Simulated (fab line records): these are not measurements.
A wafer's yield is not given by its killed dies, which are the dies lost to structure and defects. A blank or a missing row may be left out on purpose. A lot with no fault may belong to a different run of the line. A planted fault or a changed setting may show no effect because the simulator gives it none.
2 desks looking at one fault	flow berkeleyCmos170	only its own numbers are on each desk; what lay behind them is given at the end

THE METROLOGY DESK
What the gauges read for every lot (on any tool): the sampled wafers with a number, averaged. The brackets show how far a lot's mean lies from the usual mean; more than 4 standard deviations puts the lot out of limits, marked OUT.
Columns: A = V1_TEOS_THK at UCB170_V1_THK_MEAS_01, usual 1981 nm; B = M3_AL_RS at UCB170_M3_RS_MEAS_02, usual 0.0321 ohm/sq; C = M3_AL_THK at UCB170_M3_THK_MEAS_03, usual 893 nm
lot	first seen here	A	B	C
L751	day 8 16:43	1965	0.0320	888
L752	day 8 22:40	2017	0.0316	899
L757	day 9 07:24	1943	0.0320	885
L754	day 9 08:44	2018	0.0321	897
L759	day 10 15:28	2027	0.0325	891
L758	day 10 16:49	2005	0.0321	904
L764	day 10 23:10	1963	0.0323	878
L761	day 11 00:31	1946	0.0323	883
L763	day 11 01:52	1976	0.0320	888
L760	day 11 03:11	1978	0.0314	922
L770	day 12 09:47	1998	0.0321	882
L771	day 12 09:47	1991	0.0273 (-13) OUT	1146 (+17) OUT
L774	day 13 08:14	2001	0.0320	890
Per this desk, out of limits: L771; the first was L771, day 12 20:02 (M3_AL_RS at UCB170_M3_RS_MEAS_02). L751, L752, L757, L754, L759, L758, L764, L761, L763, L760, L770, L774 stayed within limits.

FOR THE TOOL OWNER'S DESK: pvdSputter-01
The tool's own readings at UCB170_M3_SPUTTER_01 (material Al, target thk 900 nm, time 120 s): means of the sampled wafers that have a number, for each lot that ran on this tool. The brackets show how far a lot's mean lies from the usual mean; more than 4 standard deviations puts the lot out of limits, marked OUT.
Columns: A = throttleValvePct at UCB170_M3_SPUTTER_01, usual 29.7 %
lot	first seen here	A
L751	day 9 00:56	30.4
L757	day 9 19:20	29.4
L754	day 9 19:50	30.5
L758	day 11 00:54	30.6
L764	day 11 09:20	29.7
L763	day 11 12:47	29.5
L760	day 11 14:17	29.3
L771	day 12 19:55	29.4
Result from this desk: across the 8 lots, nothing is out of limits.

BROUGHT TOGETHER
An alarm was possible from the metrology desk at day 12 20:02, on L771.
The desk of the tool owner found nothing out of limits.
Tool owner's desk: L771 on record, inside its limits.
Of the lots named, all ran UCB170_M3_SPUTTER_01 on pvdSputter-01.

WHAT HAD BEEN PUT IN BY THE SIMULATOR
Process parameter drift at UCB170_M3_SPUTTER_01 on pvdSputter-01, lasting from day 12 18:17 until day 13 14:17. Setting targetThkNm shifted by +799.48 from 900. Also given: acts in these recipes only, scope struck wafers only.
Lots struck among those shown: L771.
Per desk, hours elapsed from the start of the fault to the first reading out of limits: for the metrology desk, 2.
